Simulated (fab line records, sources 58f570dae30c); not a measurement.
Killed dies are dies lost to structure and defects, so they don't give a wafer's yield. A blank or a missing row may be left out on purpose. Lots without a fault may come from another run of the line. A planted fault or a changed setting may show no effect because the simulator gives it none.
Which tool did it? | flow berkeley_cmos170 | 14 lots, 42 wafers sampled, at 1 step of a route of 331

WHAT THE GAUGES READ, wafer by wafer
UCB170_START_BOW_MEAS_00.
lot  | measured    | on            | INCOMING_BOW (um)
L861 | day 1 10:02 | film_metro-01 | 1 -7 18
L862 | day 1 15:00 | film_metro-01 | -11 1 -2
L864 | day 2 01:01 | film_metro-02 | 2 -14 0
L865 | day 2 06:00 | film_metro-03 | -3 -4 11
L866 | day 2 11:01 | film_metro-03 | 7 -1 -8
L867 | day 2 16:02 | film_metro-03 | -4 4 -3
L868 | day 2 21:00 | film_metro-03 | 1 3 4
L869 | day 3 02:00 | film_metro-01 | 2 -9 7
L870 | day 3 07:00 | film_metro-03 | 12 -6 -1
L874 | day 4 03:02 | film_metro-03 | 9 1 -8
L880 | day 5 09:00 | film_metro-02 | -4 -9 -3
L882 | day 5 19:00 | film_metro-03 | 1 0 2
L883 | day 6 00:00 | film_metro-03 | 10 6 1
L884 | day 6 05:00 | film_metro-01 | 2 3 -3

WHICH TOOL RAN EACH LOT (tool, then ch and the chambers of the sampled wafers, then the start)
The record holds no process step before these readings.

WHAT THE TOOLS THEMSELVES READ (means of the sampled wafers that have a number; where no wafer has one, the mark that the record gives instead)
The record holds no such reading with a usual standard deviation.

THE ANSWER, worked out from the rows above alone
Rule: what is usual is taken from the lots themselves. Put in order of their means at a reading, lots are off if they are a third of the lots or fewer, leave a main group of 4 or more, and stand apart from it by a gap of 3 or more times the standard deviation of the main group's means; of several such gaps the widest counts. A main group whose means are all the same, to the digits that the tables above print for the reading, isn't used. A lot without any number at a reading at which 4 lots or more have one is off too. The other lots that the step has rows for count as sound. The gauges are gone through in route order, then the tools' own readings, and for those a lot's mean is taken as printed above. The first step at which some lot is off is used, and at that step the reading that is off furthest; a lot without a number counts as furthest.
No lot is off at any reading shown: from this, nothing can be told.

WHAT THE SIMULATOR HAD PUT IN
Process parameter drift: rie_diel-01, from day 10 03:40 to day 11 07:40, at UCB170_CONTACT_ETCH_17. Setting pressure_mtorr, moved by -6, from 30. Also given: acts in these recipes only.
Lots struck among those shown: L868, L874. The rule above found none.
